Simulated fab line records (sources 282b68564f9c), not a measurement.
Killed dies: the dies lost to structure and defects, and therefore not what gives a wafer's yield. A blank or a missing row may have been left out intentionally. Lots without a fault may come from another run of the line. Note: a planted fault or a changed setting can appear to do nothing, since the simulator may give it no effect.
Comparing a struck lot with a sound one :: flow rit-cmos :: 18 out of 202 route steps
Sound: the wafers L766.4, L766.5, L766.6. Struck: wafers L774.2, L774.3, L774.5. The cause comes at the end.
For every step that has rows: the tool of each side, followed by ch and its chambers, followed by its first start. Under that, the readings that differ: sound wafers :: struck wafers :: difference of the means :: sigmas: that difference in standard deviations of wafers without a fault.
alike: same words and numbers on both sides, and readings whose means sit less than 2 such deviations apart. not compared: any withheld reading, any reading some wafer has no value for, any bound like >300 that may hide the same value, and any number with overlapping values for which the record gives no deviation.
A row with sigmas, a row that says differs or no value, or rows on one side alone: a step with any of these is where the two part. Numbers that don't overlap but have no deviation are shown without sigmas and don't part them. Lack of a reading on every wafer of one side parts them only where that side has two or more wafers.

first, 1 step without rows for these wafers: RIT_GATE_HARDBAKE_18 (time 60 s).
RIT_GATE_ETCH_19: etches poly-Si in SF6/CHF3/O2, stops on SiO2, time 165 s, target depth 312.5 nm.
  sound on rie-si-01 ch 1,2, day 3 05:35; struck on rie-si-01 ch 0,1,3, day 4 20:17
  alike: SF6_flow_sccm, drypump-motor-current-A, oes-product-au, throttle-valve-pct
  not compared: rf-hours-counter-h
RIT_GATE_STRIP_20: strips in O2, time 180 s.
  sound on plasma-asher-01 ch 0,1, day 3 05:45; struck on plasma-asher-01 ch 0, day 4 20:24
  alike: drypump-motor-current-A
  not compared: rf-hours-counter-h
RIT_GATE_CD_MEAS_90: target cd 150 nm.
  sound on cd-sem-02 at day 3 05:56; struck on cd-sem-02 at day 4 20:35
  alike: cd-nm
then, 4 steps without rows for these wafers: RIT_REOX_CLEAN_00 (cleans in SC1, time 600 s); RIT_REOX_CLEAN_01 (cleans in dHF, time 30 s); RIT_REOX_CLEAN_02 (cleans in SC2, time 600 s); RIT_REOX_OXIDATION_03 (target thk 25.2 nm, ox time 5580 s).
RIT_REOX_THK_MEAS_04:
  sound on film-metro-04 at day 3 09:34; struck on film-metro-03 at day 5 00:14
reading: REOX_OXIDE_THK (nm)
sound: 25.7 25.6 25.6
struck: 24.4 24.6 24.8
difference: -1.0
sigmas: -2
then, 3 steps without rows for these wafers: RIT_NLDD_HMDS_00 (prime time 60 s); RIT_NLDD_COAT_01 (resist thk 1000 nm); RIT_NLDD_SOFTBAKE_02 (time 60 s).
RIT_NLDD_EXPOSE_03: exposes mask M7, target cd 40700 nm.
  sound on iline-stepper-01 ch 0, day 3 10:28; struck on iline-stepper-01 ch 0, day 5 00:53
reading: model.NLDD.overlay-x-nm (nm)
sound: -1.007 -1.007 -1.007
struck: -299.7 -299.7 -299.7
difference: -298.7
sigmas: 
  alike: mask, reticle-temp-C
then, 2 steps without rows for these wafers: RIT_NLDD_PEB_04; RIT_NLDD_DEVELOP_05 (develop time 50 s).
RIT_NLDD_OVL_MEAS_06:
  sound on overlay-02 at day 3 10:50; struck on overlay-01 at day 5 01:17
reading: NLDD_OVL (nm)
sound: -0.2 -1.3 -0.4
struck: -298.2 -297.0 -297.4
difference: -296.9
sigmas: -99 or more
then, 1 step without rows for these wafers: RIT_NLDD_HARDBAKE_07 (time 60 s).
RIT_M1_PROBE_99:
  sound on prober-02 at day 4 04:02; struck on prober-02 at day 5 18:06
reading: killed-on-rim
sound: 2 2 0
struck: 6 3 4
difference: +3
sigmas: +2

reading: model.etest.nldd.width-nm (nm)
sound: 3186 3186 3174
struck: 2976 2974 2968
difference: -209
sigmas: 

reading: model.etest.nldd.line-ohm-um
sound: 123.1 123.2 120.4
struck: 123.8 125 126.9
difference: +3.0
sigmas: 
  alike: killed-at-contacts, killed-at-front-end, killed-dies, killed-open, killed-short

## WHERE THEY PART
At RIT_REOX_THK_MEAS_04 first; at RIT_M1_PROBE_99 last (within this record only).

WHY: the cause the simulator had injected
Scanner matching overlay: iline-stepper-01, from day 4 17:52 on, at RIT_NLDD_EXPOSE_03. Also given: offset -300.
